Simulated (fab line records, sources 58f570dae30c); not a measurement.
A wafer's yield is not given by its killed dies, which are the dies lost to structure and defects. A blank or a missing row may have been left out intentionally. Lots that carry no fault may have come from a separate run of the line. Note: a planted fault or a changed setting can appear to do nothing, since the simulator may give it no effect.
fab line records :: flow berkeleyCmos170
record:
  lots: 14
  wafers: 42
  lastDay: 13
route steps=331 shown GATE@142 NLDD@164 PSD@180
lots that met no fault: from a run of the same line without faults
startH: start of the lot's first displayed wafer, in hours after the record's first day :: waitH: hours elapsed since this lot's preceding step :: " identical to the entry in the row above :: L1.1+2: a single row standing in for several wafers :: - no value present, or no start provided :: * or withheld: withheld :: < > ~ a bound
route shown NAME@n: NAME is a module with steps in the file, n the number in the route of the first one :: usual: mean and standard deviation over wafers with no fault :: same: alike in all rows :: chamber/n: place in a boat :: sites: per-site readings :: _std_site: the standard deviation of these :: _edge_site: mean of outer sites minus mean of inner sites :: radiusMm: how far each site lies from the wafer's centre :: mask NAME#n: copy n :: behind: the most recent tool/chamber to have shaped the wafer :: hold: why the lot went on hold/how many hours it stayed there/how the hold came to an end :: device: the n, p or np transistor that did not switch :: end of line: the same wafers' tests at the end of the route :: where a step has no rows: the recipe by itself :: killed: not the wafer's yield, but the dies lost to structure and defects at the first sort :: map: a wafer's dies, marking killed ones x, the rest . and places with no die _
set.NAME: the run value of the setting; set.NAME@STEP: its run value at that earlier step :: model.NAME: the simulator's own value behind a step, which no gauge read
the route's steps for a sample of lots (tables are steps, rows are wafers)
services: a tool's chamber out of use, with start hour (startH, from the record's first day; less than 0 if before it), hours out, and reason
== steps ==
step: UCB170_GATE_STRIP_16
recipe:
  chemistry: O2
  powerW: 400
  pressureMtorr: 3500
  platenTempC: withheld
  o2FlowSccm: 400
  overashFraction: 0.5
usual:
  drypumpMotorCurrentA: 5.6/0.34
  oesProductAu: 0.724/0.0044
lot.wafer: L699.2
tool: plasmaAsher-01
chamber: 1
startH: 155.48
waitH: 0.0
drypumpMotorCurrentA: 5.7
oesProductAu: 0.730
rfHoursCounterH: 40

lot.wafer: L699.3
tool: plasmaAsher-01
chamber: 1
startH: 155.48
waitH: 0.0
drypumpMotorCurrentA: 5.7
oesProductAu: 0.720
rfHoursCounterH: -

lot.wafer: L699.4
tool: plasmaAsher-01
chamber: 0
startH: 155.48
waitH: 0.0
drypumpMotorCurrentA: 5.2
oesProductAu: 0.715
rfHoursCounterH: -

lot.wafer: L702.3
tool: plasmaAsher-03
chamber: 0
startH: 182.89
waitH: 0.1
drypumpMotorCurrentA: 6.3
oesProductAu: 0.731
rfHoursCounterH: -

lot.wafer: L702.5
tool: plasmaAsher-03
chamber: 0
startH: 182.89
waitH: 0.1
drypumpMotorCurrentA: 6.3
oesProductAu: 0.721
rfHoursCounterH: -

lot.wafer: L702.6
tool: plasmaAsher-03
chamber: 1
startH: 182.89
waitH: 0.1
drypumpMotorCurrentA: 5.6
oesProductAu: 0.729
rfHoursCounterH: -

lot.wafer: L701.1
tool: plasmaAsher-01
chamber: 1
startH: 183.01
waitH: 0.0
drypumpMotorCurrentA: 5.7
oesProductAu: 0.719
rfHoursCounterH: 44

lot.wafer: L701.3
tool: plasmaAsher-01
chamber: 0
startH: 183.01
waitH: 0.0
drypumpMotorCurrentA: 5.2
oesProductAu: 0.721
rfHoursCounterH: -

lot.wafer: L701.6
tool: plasmaAsher-01
chamber: 0
startH: 183.01
waitH: 0.0
drypumpMotorCurrentA: 5.2
oesProductAu: 0.728
rfHoursCounterH: -

lot.wafer: L703.1
tool: plasmaAsher-03
chamber: 1
startH: 197.33
waitH: 0.0
drypumpMotorCurrentA: 5.6
oesProductAu: 0.723
rfHoursCounterH: 46

lot.wafer: L703.3
tool: plasmaAsher-03
chamber: 1
startH: 197.33
waitH: 0.0
drypumpMotorCurrentA: 5.6
oesProductAu: 0.725
rfHoursCounterH: -

lot.wafer: L703.4
tool: plasmaAsher-03
chamber: 0
startH: 197.33
waitH: 0.0
drypumpMotorCurrentA: 6.2
oesProductAu: 0.724
rfHoursCounterH: -

lot.wafer: L705.3
tool: plasmaAsher-01
chamber: 1
startH: 197.48
waitH: 0.1
drypumpMotorCurrentA: 5.8
oesProductAu: 0.720
rfHoursCounterH: -

lot.wafer: L705.4
tool: plasmaAsher-01
chamber: 0
startH: 197.48
waitH: 0.1
drypumpMotorCurrentA: 5.2
oesProductAu: 0.722
rfHoursCounterH: -

lot.wafer: L705.6
tool: plasmaAsher-01
chamber: 1
startH: 197.48
waitH: 0.1
drypumpMotorCurrentA: 5.7
oesProductAu: 0.727
rfHoursCounterH: -

lot.wafer: L704.1
tool: plasmaAsher-01
chamber: 0
startH: 197.77
waitH: 0.0
drypumpMotorCurrentA: 5.3
oesProductAu: 0.721
rfHoursCounterH: 46

lot.wafer: L704.4
tool: plasmaAsher-01
chamber: 1
startH: 197.77
waitH: 0.0
drypumpMotorCurrentA: 5.7
oesProductAu: 0.719
rfHoursCounterH: -

lot.wafer: L704.5
tool: plasmaAsher-01
chamber: 0
startH: 197.77
waitH: 0.0
drypumpMotorCurrentA: 5.2
oesProductAu: 0.725
rfHoursCounterH: -

lot.wafer: L711.1
tool: plasmaAsher-03
chamber: 0
startH: 217.48
waitH: 0.0
drypumpMotorCurrentA: 6.3
oesProductAu: 0.722
rfHoursCounterH: 49

lot.wafer: L711.2
tool: plasmaAsher-03
chamber: 1
startH: 217.48
waitH: 0.0
drypumpMotorCurrentA: 5.6
oesProductAu: 0.724
rfHoursCounterH: 49

lot.wafer: L711.6
tool: plasmaAsher-03
chamber: 1
startH: 217.48
waitH: 0.0
drypumpMotorCurrentA: 5.6
oesProductAu: 0.716
rfHoursCounterH: -

lot.wafer: L713.2
tool: plasmaAsher-01
chamber: 1
startH: 218.93
waitH: 0.0
drypumpMotorCurrentA: 5.7
oesProductAu: 0.730
rfHoursCounterH: 48

lot.wafer: L713.3
tool: plasmaAsher-01
chamber: 0
startH: 218.93
waitH: 0.0
drypumpMotorCurrentA: 5.2
oesProductAu: 0.725
rfHoursCounterH: -

lot.wafer: L713.5
tool: plasmaAsher-01
chamber: 0
startH: 218.93
waitH: 0.0
drypumpMotorCurrentA: 5.2
oesProductAu: 0.735
rfHoursCounterH: -

lot.wafer: L715.2
tool: plasmaAsher-01
chamber: 0
startH: 232.73
waitH: 0.0
drypumpMotorCurrentA: 5.2
oesProductAu: 0.724
rfHoursCounterH: 50

lot.wafer: L715.3
tool: plasmaAsher-01
chamber: 0
startH: 232.73
waitH: 0.0
drypumpMotorCurrentA: 5.2
oesProductAu: 0.720
rfHoursCounterH: -

lot.wafer: L715.4
tool: plasmaAsher-01
chamber: 1
startH: 232.73
waitH: 0.0
drypumpMotorCurrentA: 5.7
oesProductAu: 0.725
rfHoursCounterH: -

lot.wafer: L714.1
tool: plasmaAsher-03
chamber: 0
startH: 232.80
waitH: 0.0
drypumpMotorCurrentA: 6.3
oesProductAu: 0.726
rfHoursCounterH: 51

lot.wafer: L714.2
tool: plasmaAsher-03
chamber: 1
startH: 232.80
waitH: 0.0
drypumpMotorCurrentA: 5.6
oesProductAu: 0.719
rfHoursCounterH: 51

lot.wafer: L714.3
tool: plasmaAsher-03
chamber: 0
startH: 232.80
waitH: 0.0
drypumpMotorCurrentA: 6.3
oesProductAu: 0.719
rfHoursCounterH: -

lot.wafer: L718.3
tool: plasmaAsher-04
chamber: 1
startH: 233.04
waitH: 0.1
drypumpMotorCurrentA: 5.5
oesProductAu: 0.721
rfHoursCounterH: -

lot.wafer: L718.4
tool: plasmaAsher-04
chamber: 0
startH: 233.04
waitH: 0.1
drypumpMotorCurrentA: 5.3
oesProductAu: 0.729
rfHoursCounterH: -

lot.wafer: L718.6
tool: plasmaAsher-04
chamber: 1
startH: 233.04
waitH: 0.1
drypumpMotorCurrentA: 5.5
oesProductAu: 0.727
rfHoursCounterH: -

lot.wafer: L721.2
tool: plasmaAsher-01
chamber: 0
startH: 260.05
waitH: 0.0
drypumpMotorCurrentA: 5.2
oesProductAu: 0.722
rfHoursCounterH: 54

lot.wafer: L721.5
tool: plasmaAsher-01
chamber: 1
startH: 260.05
waitH: 0.0
drypumpMotorCurrentA: 5.7
oesProductAu: 0.727
rfHoursCounterH: -

lot.wafer: L721.6
tool: plasmaAsher-01
chamber: 0
startH: 260.05
waitH: 0.0
drypumpMotorCurrentA: 5.2
oesProductAu: 0.726
rfHoursCounterH: -

lot.wafer: L720.2
tool: plasmaAsher-04
chamber: 1
startH: 260.16
waitH: 0.0
drypumpMotorCurrentA: 5.5
oesProductAu: 0.730
rfHoursCounterH: 43

lot.wafer: L720.3
tool: plasmaAsher-04
chamber: 1
startH: 260.16
waitH: 0.0
drypumpMotorCurrentA: 5.5
oesProductAu: 0.722
rfHoursCounterH: -

lot.wafer: L720.4
tool: plasmaAsher-04
chamber: 0
startH: 260.16
waitH: 0.0
drypumpMotorCurrentA: 5.3
oesProductAu: 0.722
rfHoursCounterH: -

lot.wafer: L719.1
tool: plasmaAsher-01
chamber: 0
startH: 260.28
waitH: 0.0
drypumpMotorCurrentA: 5.2
oesProductAu: 0.717
rfHoursCounterH: 54

lot.wafer: L719.4
tool: plasmaAsher-01
chamber: 0
startH: 260.28
waitH: 0.0
drypumpMotorCurrentA: 5.2
oesProductAu: 0.718
rfHoursCounterH: -

lot.wafer: L719.5
tool: plasmaAsher-01
chamber: 1
startH: 260.28
waitH: 0.0
drypumpMotorCurrentA: 5.7
oesProductAu: 0.721
rfHoursCounterH: -
step: UCB170_GATE_CD_MEAS_90
recipe:
  targetCdNm: 350
usual:
  cdNm: 349.7/1.2
lot.wafer: L699.2
tool: cdSem-02
chamber: -
startH: 155.61
waitH: 0.1
cdNm: 349.9

lot.wafer: L699.3
tool: cdSem-02
chamber: -
startH: 155.61
waitH: 0.1
cdNm: 350.0

lot.wafer: L699.4
tool: cdSem-02
chamber: -
startH: 155.61
waitH: 0.1
cdNm: 351.7

lot.wafer: L702.3
tool: cdSem-01
chamber: -
startH: 183.00
waitH: 0.1
cdNm: 348.9

lot.wafer: L702.5
tool: cdSem-01
chamber: -
startH: 183.00
waitH: 0.1
cdNm: 349.4

lot.wafer: L702.6
tool: cdSem-01
chamber: -
startH: 183.00
waitH: 0.1
cdNm: 349.9

lot.wafer: L701.1
tool: cdSem-01
chamber: -
startH: 183.11
waitH: 0.1
cdNm: 348.7

lot.wafer: L701.3
tool: cdSem-01
chamber: -
startH: 183.11
waitH: 0.1
cdNm: 348.1

lot.wafer: L701.6
tool: cdSem-01
chamber: -
startH: 183.11
waitH: 0.1
cdNm: 349.8

lot.wafer: L703.1
tool: cdSem-02
chamber: -
startH: 197.44
waitH: 0.1
cdNm: 350.7

lot.wafer: L703.3
tool: cdSem-02
chamber: -
startH: 197.44
waitH: 0.1
cdNm: 349.0

lot.wafer: L703.4
tool: cdSem-02
chamber: -
startH: 197.44
waitH: 0.1
cdNm: 350.3

lot.wafer: L705.3
tool: cdSem-02
chamber: -
startH: 197.60
waitH: 0.1
cdNm: 349.8

lot.wafer: L705.4
tool: cdSem-02
chamber: -
startH: 197.60
waitH: 0.1
cdNm: 348.8

lot.wafer: L705.6
tool: cdSem-02
chamber: -
startH: 197.60
waitH: 0.1
cdNm: 349.4

lot.wafer: L704.1
tool: cdSem-02
chamber: -
startH: 197.87
waitH: 0.1
cdNm: 350.5

lot.wafer: L704.4
tool: cdSem-02
chamber: -
startH: 197.87
waitH: 0.1
cdNm: 350.8

lot.wafer: L704.5
tool: cdSem-02
chamber: -
startH: 197.87
waitH: 0.1
cdNm: 350.4

lot.wafer: L711.1
tool: cdSem-02
chamber: -
startH: 217.84
waitH: 0.3
cdNm: 350.6

lot.wafer: L711.2
tool: cdSem-02
chamber: -
startH: 217.84
waitH: 0.3
cdNm: 349.6

lot.wafer: L711.6
tool: cdSem-02
chamber: -
startH: 217.84
waitH: 0.3
cdNm: 348.8

lot.wafer: L713.2
tool: cdSem-01
chamber: -
startH: 219.42
waitH: 0.5
cdNm: 351.7

lot.wafer: L713.3
tool: cdSem-01
chamber: -
startH: 219.42
waitH: 0.5
cdNm: 349.4

lot.wafer: L713.5
tool: cdSem-01
chamber: -
startH: 219.42
waitH: 0.5
cdNm: 348.6

lot.wafer: L715.2
tool: cdSem-01
chamber: -
startH: 232.85
waitH: 0.1
cdNm: 348.5

lot.wafer: L715.3
tool: cdSem-01
chamber: -
startH: 232.85
waitH: 0.1
cdNm: 348.9

lot.wafer: L715.4
tool: cdSem-01
chamber: -
startH: 232.85
waitH: 0.1
cdNm: 347.3

lot.wafer: L714.1
tool: cdSem-01
chamber: -
startH: 232.95
waitH: 0.1
cdNm: 350.2

lot.wafer: L714.2
tool: cdSem-01
chamber: -
startH: 232.95
waitH: 0.1
cdNm: 348.5

lot.wafer: L714.3
tool: cdSem-01
chamber: -
startH: 232.95
waitH: 0.1
cdNm: 349.7

lot.wafer: L718.3
tool: cdSem-02
chamber: -
startH: 233.14
waitH: 0.1
cdNm: 349.0

lot.wafer: L718.4
tool: cdSem-02
chamber: -
startH: 233.14
waitH: 0.1
cdNm: 350.1

lot.wafer: L718.6
tool: cdSem-02
chamber: -
startH: 233.14
waitH: 0.1
cdNm: 348.9

lot.wafer: L721.2
tool: cdSem-02
chamber: -
startH: 260.21
waitH: 0.1
cdNm: 351.5

lot.wafer: L721.5
tool: cdSem-02
chamber: -
startH: 260.21
waitH: 0.1
cdNm: 352.6

lot.wafer: L721.6
tool: cdSem-02
chamber: -
startH: 260.21
waitH: 0.1
cdNm: 352.9

lot.wafer: L720.2
tool: cdSem-02
chamber: -
startH: 260.33
waitH: 0.1
cdNm: 349.3

lot.wafer: L720.3
tool: cdSem-02
chamber: -
startH: 260.33
waitH: 0.1
cdNm: 350.6

lot.wafer: L720.4
tool: cdSem-02
chamber: -
startH: 260.33
waitH: 0.1
cdNm: 349.2

lot.wafer: L719.1
tool: cdSem-01
chamber: -
startH: 260.40
waitH: 0.1
cdNm: 348.8

lot.wafer: L719.4
tool: cdSem-01
chamber: -
startH: 260.40
waitH: 0.1
cdNm: 348.9

lot.wafer: L719.5
tool: cdSem-01
chamber: -
startH: 260.40
waitH: 0.1
cdNm: 349.7
step: UCB170_NLDD_CD_MEAS_06
recipe:
  targetCdNm: 1200
usual:
  cdNm: 1200.1/1.5
lot.wafer: L699.2
tool: cdSem-02
chamber: -
startH: 159.86
waitH: -
cdNm: 1200.7

lot.wafer: L699.3
tool: cdSem-02
chamber: -
startH: 159.86
waitH: -
cdNm: 1199.9

lot.wafer: L699.4
tool: cdSem-02
chamber: -
startH: 159.86
waitH: -
cdNm: 1202.6

lot.wafer: L702.3
tool: cdSem-02
chamber: -
startH: 185.95
waitH: -
cdNm: 1199.0

lot.wafer: L702.5
tool: cdSem-02
chamber: -
startH: 185.95
waitH: -
cdNm: 1200.0

lot.wafer: L702.6
tool: cdSem-02
chamber: -
startH: 185.95
waitH: -
cdNm: 1198.9

lot.wafer: L701.1
tool: cdSem-01
chamber: -
startH: 186.20
waitH: -
cdNm: 1198.0

lot.wafer: L701.3
tool: cdSem-01
chamber: -
startH: 186.20
waitH: -
cdNm: 1197.3

lot.wafer: L701.6
tool: cdSem-01
chamber: -
startH: 186.20
waitH: -
cdNm: 1197.9

lot.wafer: L705.3
tool: cdSem-01
chamber: -
startH: 206.12
waitH: -
cdNm: 1200.2

lot.wafer: L705.4
tool: cdSem-01
chamber: -
startH: 206.12
waitH: -
cdNm: 1199.7

lot.wafer: L705.6
tool: cdSem-01
chamber: -
startH: 206.12
waitH: -
cdNm: 1200.7

lot.wafer: L703.1
tool: cdSem-01
chamber: -
startH: 206.25
waitH: -
cdNm: 1200.1

lot.wafer: L703.3
tool: cdSem-01
chamber: -
startH: 206.25
waitH: -
cdNm: 1198.6

lot.wafer: L703.4
tool: cdSem-01
chamber: -
startH: 206.25
waitH: -
cdNm: 1200.3

lot.wafer: L704.1
tool: cdSem-01
chamber: -
startH: 206.37
waitH: -
cdNm: 1200.3

lot.wafer: L704.4
tool: cdSem-01
chamber: -
startH: 206.37
waitH: -
cdNm: 1201.7

lot.wafer: L704.5
tool: cdSem-01
chamber: -
startH: 206.37
waitH: -
cdNm: 1201.0

lot.wafer: L711.1
tool: cdSem-02
chamber: -
startH: 223.87
waitH: -
cdNm: 1201.0

lot.wafer: L711.2
tool: cdSem-02
chamber: -
startH: 223.87
waitH: -
cdNm: 1201.7

lot.wafer: L711.6
tool: cdSem-02
chamber: -
startH: 223.87
waitH: -
cdNm: 1199.4

lot.wafer: L713.2
tool: cdSem-01
chamber: -
startH: 226.11
waitH: -
cdNm: 1201.6

lot.wafer: L713.3
tool: cdSem-01
chamber: -
startH: 226.11
waitH: -
cdNm: 1202.8

lot.wafer: L713.5
tool: cdSem-01
chamber: -
startH: 226.11
waitH: -
cdNm: 1201.7

lot.wafer: L715.2
tool: cdSem-02
chamber: -
startH: 238.54
waitH: -
cdNm: 1203.1

lot.wafer: L715.3
tool: cdSem-02
chamber: -
startH: 238.54
waitH: -
cdNm: 1202.7

lot.wafer: L715.4
tool: cdSem-02
chamber: -
startH: 238.54
waitH: -
cdNm: 1203.2

lot.wafer: L714.1
tool: cdSem-01
chamber: -
startH: 238.72
waitH: -
cdNm: 1200.5

lot.wafer: L714.2
tool: cdSem-01
chamber: -
startH: 238.72
waitH: -
cdNm: 1199.7

lot.wafer: L714.3
tool: cdSem-01
chamber: -
startH: 238.72
waitH: -
cdNm: 1199.2

lot.wafer: L718.3
tool: cdSem-02
chamber: -
startH: 239.77
waitH: -
cdNm: 1198.5

lot.wafer: L718.4
tool: cdSem-02
chamber: -
startH: 239.77
waitH: -
cdNm: 1199.1

lot.wafer: L718.6
tool: cdSem-02
chamber: -
startH: 239.77
waitH: -
cdNm: 1197.8

lot.wafer: L721.2
tool: cdSem-02
chamber: -
startH: 265.76
waitH: -
cdNm: 1201.3

lot.wafer: L721.5
tool: cdSem-02
chamber: -
startH: 265.76
waitH: -
cdNm: 1199.9

lot.wafer: L721.6
tool: cdSem-02
chamber: -
startH: 265.76
waitH: -
cdNm: 1201.5

lot.wafer: L720.2
tool: cdSem-02
chamber: -
startH: 266.58
waitH: -
cdNm: 1198.9

lot.wafer: L720.3
tool: cdSem-02
chamber: -
startH: 266.58
waitH: -
cdNm: 1198.4

lot.wafer: L720.4
tool: cdSem-02
chamber: -
startH: 266.58
waitH: -
cdNm: 1199.3

lot.wafer: L719.1
tool: cdSem-02
chamber: -
startH: 266.70
waitH: -
cdNm: 1201.2

lot.wafer: L719.4
tool: cdSem-02
chamber: -
startH: 266.70
waitH: -
cdNm: 1200.0

lot.wafer: L719.5
tool: cdSem-02
chamber: -
startH: 266.70
waitH: -
cdNm: 1201.8
step: UCB170_PSD_DEVELOP_05
recipe:
  developer: TMAH
  developTimeS: 45
  resist: KrF
  devTempC: 21
usual:
  chillPlateTempC: 23.00/0.1
  developTimeS: 45/0
lot.wafer: L699.2
tool: lithoTrack-01
chamber: 0
startH: 167
waitH: -
chillPlateTempC: 22.74
developTimeS: 45

lot.wafer: L699.3
tool: lithoTrack-01
chamber: 0
startH: 168
waitH: -
chillPlateTempC: 22.94
developTimeS: 45

lot.wafer: L699.4
tool: lithoTrack-01
chamber: 0
startH: 168
waitH: -
chillPlateTempC: 22.87
developTimeS: 45

lot.wafer: L702.3
tool: lithoTrack-01
chamber: 0
startH: 191
waitH: -
chillPlateTempC: 23.09
developTimeS: 45

lot.wafer: L702.5
tool: lithoTrack-01
chamber: 0
startH: 191
waitH: -
chillPlateTempC: 23.10
developTimeS: 45

lot.wafer: L702.6
tool: lithoTrack-01
chamber: 0
startH: 192
waitH: -
chillPlateTempC: 23.04
developTimeS: 45

lot.wafer: L701.1
tool: lithoTrack-02
chamber: 0
startH: 192
waitH: -
chillPlateTempC: 23.01
developTimeS: 45

lot.wafer: L701.3
tool: lithoTrack-02
chamber: 0
startH: 192
waitH: -
chillPlateTempC: 22.94
developTimeS: 45

lot.wafer: L701.6
tool: lithoTrack-02
chamber: 0
startH: 192
waitH: -
chillPlateTempC: 23.01
developTimeS: 45

lot.wafer: L705.3
tool: lithoTrack-03
chamber: 0
startH: 214
waitH: -
chillPlateTempC: 22.89
developTimeS: 45

lot.wafer: L705.4
tool: lithoTrack-03
chamber: 0
startH: 214
waitH: -
chillPlateTempC: 22.91
developTimeS: 45

lot.wafer: L705.6
tool: lithoTrack-03
chamber: 0
startH: 214
waitH: -
chillPlateTempC: 22.92
developTimeS: 45

lot.wafer: L703.1
tool: lithoTrack-01
chamber: 0
startH: 214
waitH: -
chillPlateTempC: 23.01
developTimeS: 45

lot.wafer: L703.3
tool: lithoTrack-01
chamber: 0
startH: 214
waitH: -
chillPlateTempC: 23.11
developTimeS: 45

lot.wafer: L703.4
tool: lithoTrack-01
chamber: 0
startH: 214
waitH: -
chillPlateTempC: 22.88
developTimeS: 45

lot.wafer: L704.1
tool: lithoTrack-03
chamber: 0
startH: 214
waitH: -
chillPlateTempC: 23.03
developTimeS: 45

lot.wafer: L704.4
tool: lithoTrack-03
chamber: 0
startH: 214
waitH: -
chillPlateTempC: 22.97
developTimeS: 45

lot.wafer: L704.5
tool: lithoTrack-03
chamber: 0
startH: 215
waitH: -
chillPlateTempC: 22.96
developTimeS: 45

lot.wafer: L711.1
tool: lithoTrack-03
chamber: 0
startH: 230
waitH: -
chillPlateTempC: 23.03
developTimeS: 45

lot.wafer: L711.2
tool: lithoTrack-03
chamber: 0
startH: 230
waitH: -
chillPlateTempC: 23.05
developTimeS: 45

lot.wafer: L711.6
tool: lithoTrack-03
chamber: 0
startH: 230
waitH: -
chillPlateTempC: 22.99
developTimeS: 45

lot.wafer: L713.2
tool: lithoTrack-02
chamber: -
startH: 231
waitH: -
chillPlateTempC: -
developTimeS: -

lot.wafer: L713.3
tool: lithoTrack-02
chamber: -
startH: 231
waitH: -
chillPlateTempC: -
developTimeS: -

lot.wafer: L713.5
tool: lithoTrack-02
chamber: -
startH: 231
waitH: -
chillPlateTempC: -
developTimeS: -

lot.wafer: L715.2
tool: lithoTrack-01
chamber: -
startH: 244
waitH: -
chillPlateTempC: -
developTimeS: -

lot.wafer: L715.3
tool: lithoTrack-01
chamber: -
startH: 244
waitH: -
chillPlateTempC: -
developTimeS: -

lot.wafer: L715.4
tool: lithoTrack-01
chamber: -
startH: 244
waitH: -
chillPlateTempC: -
developTimeS: -

lot.wafer: L714.1
tool: lithoTrack-01
chamber: 0
startH: 244
waitH: -
chillPlateTempC: 22.74
developTimeS: 45

lot.wafer: L714.2
tool: lithoTrack-01
chamber: 0
startH: 244
waitH: -
chillPlateTempC: 22.81
developTimeS: 45

lot.wafer: L714.3
tool: lithoTrack-01
chamber: 0
startH: 244
waitH: -
chillPlateTempC: 22.97
developTimeS: 45

lot.wafer: L718.3
tool: lithoTrack-01
chamber: 0
startH: 245
waitH: -
chillPlateTempC: 23.04
developTimeS: 45

lot.wafer: L718.4
tool: lithoTrack-01
chamber: 0
startH: 245
waitH: -
chillPlateTempC: 22.95
developTimeS: 45

lot.wafer: L718.6
tool: lithoTrack-01
chamber: 0
startH: 245
waitH: -
chillPlateTempC: 22.91
developTimeS: 45

lot.wafer: L721.2
tool: lithoTrack-01
chamber: 0
startH: 272
waitH: -
chillPlateTempC: 22.81
developTimeS: 45

lot.wafer: L721.5
tool: lithoTrack-01
chamber: 0
startH: 272
waitH: -
chillPlateTempC: 22.95
developTimeS: 45

lot.wafer: L721.6
tool: lithoTrack-01
chamber: 0
startH: 272
waitH: -
chillPlateTempC: 22.93
developTimeS: 45

lot.wafer: L720.2
tool: lithoTrack-01
chamber: 0
startH: 273
waitH: -
chillPlateTempC: 22.97
developTimeS: 45

lot.wafer: L720.3
tool: lithoTrack-01
chamber: 0
startH: 273
waitH: -
chillPlateTempC: 23.13
developTimeS: 45

lot.wafer: L720.4
tool: lithoTrack-01
chamber: 0
startH: 273
waitH: -
chillPlateTempC: 23.01
developTimeS: 45

lot.wafer: L719.1
tool: lithoTrack-03
chamber: 0
startH: 273
waitH: -
chillPlateTempC: 23.12
developTimeS: 45

lot.wafer: L719.4
tool: lithoTrack-03
chamber: 0
startH: 273
waitH: -
chillPlateTempC: 23.00
developTimeS: 45

lot.wafer: L719.5
tool: lithoTrack-03
chamber: 0
startH: 273
waitH: -
chillPlateTempC: 22.99
developTimeS: 45
== services ==
tool: plasmaAsher-04
chamber: -
startH: 179.30
hours: 36.0
kind: repair

tool: plasmaAsher-03
chamber: -
startH: 185.98
hours: 2.8
kind: pm

tool: plasmaAsher-03
chamber: -
startH: 247.52
hours: 28.1
kind: pm
== key ==
firstSign:
  step: UCB170_PSD_DEVELOP_05
  reading: toolRecord
  direction: missing
effect none on later readings
metAt UCB170_PSD_DEVELOP_05
struckLots L713,L715
sortLeftOut L713.2,L713.3,L713.5,L715.2,L715.3,L715.4
testerLeftOut L713,L715
notActingAt UCB170_GATE_STRIP_16,UCB170_GATE_CD_MEAS_90,UCB170_NLDD_CD_MEAS_06
fault:
  kind: skippedStepWhole
  tool: lithoTrack-01,lithoTrack-02
  chamber: -
  onsetH: 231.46
  steps: UCB170_PSD_DEVELOP_05
  scope: struckLotsOnly
testerLeftOut: of these lots the tester's yield and bins aren't shown, on N5 and GAA mostly nor the transistor test; their killed dies are dies lost to structure and defects alone, not to doping, threshold or leakage, so they don't give the yield
sortLeftOut: the simulated sort isn't trusted on such a fault, so these wafers' sort isn't shown, and their yield isn't known
